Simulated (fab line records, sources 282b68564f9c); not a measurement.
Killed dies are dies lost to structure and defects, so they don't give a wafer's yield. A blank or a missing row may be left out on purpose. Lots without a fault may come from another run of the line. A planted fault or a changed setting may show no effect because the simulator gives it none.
Tool commonality check | flow rit_cmos | 14 lots, 48 wafers sampled

WHY IT WAS OPENED
At RIT_SDANNEAL_RS_MEAS_05 the reading NSD_RS is flagged on 2 of 14 lots. Wafers without a fault read 84.58 ohm/sq, standard deviation 0.25.
Rule: a lot is flagged when every wafer of it that has a number lies more than 4 standard deviations from that mean, or none has a number. The other lots count as sound.

lot  | measured    | on            | NSD_RS (ohm/sq), wafer by wafer     | flag
L498 | day 3 11:45 | film_metro-04 | 84.18 84.41 84.39                   |
L499 | day 3 16:58 | film_metro-03 | 84.49 84.33 84.40                   |
L500 | day 3 20:36 | film_metro-04 | 84.58 84.88 84.74                   |
L502 | day 4 08:55 | film_metro-03 | 84.73 84.88 84.45                   |
L503 | day 4 12:35 | film_metro-03 | 84.85 84.83 84.79                   |
L506 | day 5 06:35 | film_metro-04 | 84.63 84.42 84.36                   |
L509 | day 5 18:23 | film_metro-02 | 84.31 84.19 84.24                   |
L510 | day 5 20:55 | film_metro-03 | 84.98 84.73 84.79                   |
L511 | day 6 03:59 | film_metro-02 | 84.25 84.16 84.04                   |
L512 | day 6 09:14 | film_metro-04 | 85.00 84.70 85.07                   |
L513 | day 6 11:22 | film_metro-04 | 84.51 84.59 84.63                   |
L514 | day 6 17:17 | film_metro-02 | 81.29 81.08 81.04 81.17 81.25 81.14 | FLAGGED
L515 | day 7 00:03 | film_metro-04 | 84.19 84.15 84.48                   |
L516 | day 7 02:30 | film_metro-04 | 81.37 81.70 81.63 81.38 81.69 81.59 | FLAGGED
The numbers of the flagged lots are 81.36 ohm/sq on average: -3.22 ohm/sq against the usual, or -13 standard deviations.

WHICH TOOL RAN EACH LOT
The record holds 1 process step before the reading, out of a route of 202 steps. In each cell: the tool, then ch and the chambers that the sampled wafers went through, then the start.
lot  | flag    | RIT_NSD_IMPLANT_08
L498 |         | implanter-04 ch 0, day 3 09:14
L499 |         | implanter-01 ch 0, day 3 14:27
L500 |         | implanter-01 ch 0, day 3 17:40
L502 |         | implanter-04 ch 0, day 4 06:34
L503 |         | implanter-04 ch 0, day 4 10:05
L506 |         | implanter-01 ch 0, day 5 04:02
L509 |         | implanter-03 ch 0, day 5 16:02
L510 |         | implanter-04 ch 0, day 5 18:15
L511 |         | implanter-03 ch 0, day 6 01:31
L512 |         | implanter-03 ch 0, day 6 06:41
L513 |         | implanter-04 ch 0, day 6 08:54
L514 | FLAGGED | implanter-04 ch 0, day 6 14:54
L515 |         | implanter-01 ch 0, day 6 21:15
L516 | FLAGGED | implanter-04 ch 0, day 6 23:51
What these steps do:
- RIT_NSD_IMPLANT_08
- RIT_SDANNEAL_RS_MEAS_05: measures by four-point-probe.

FLAGGED OVER TOTAL, TOOL BY TOOL (the gauges that took the reading come last)
step                    | tool          | lots run | flagged | share of the flagged lots | sound lots run after its first flagged lot
RIT_NSD_IMPLANT_08      | implanter-01  | 4        | 0       | none                      | -
RIT_NSD_IMPLANT_08      | implanter-03  | 3        | 0       | none                      | -
RIT_NSD_IMPLANT_08      | implanter-04  | 7        | 2       | all                       | 0
RIT_SDANNEAL_RS_MEAS_05 | film_metro-02 | 3        | 1       | some                      | 0
RIT_SDANNEAL_RS_MEAS_05 | film_metro-03 | 4        | 0       | none                      | -
RIT_SDANNEAL_RS_MEAS_05 | film_metro-04 | 7        | 1       | some                      | 0

WHAT THE TABLE ALLOWS
1 row of the table ran every flagged lot: implanter-04 at RIT_NSD_IMPLANT_08.
- implanter-04 at RIT_NSD_IMPLANT_08: 2 of its 7 lots flagged. Its last sound lot is L513 (day 6 08:54), its first flagged lot L514 (day 6 14:54): a fault that began between those two fits. Its own readings lie more than 4 standard deviations out on every wafer of the flagged lots: dose_ions_cm2.
One tool is left: implanter-04 at RIT_NSD_IMPLANT_08.

WHAT THE SIMULATOR HAD PUT IN
Process parameter drift: implanter-04, from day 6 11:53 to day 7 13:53, at RIT_NSD_IMPLANT_08. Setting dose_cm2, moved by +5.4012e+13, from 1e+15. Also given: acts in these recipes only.
Lots struck among those shown: L514, L516. The rule above found the same.
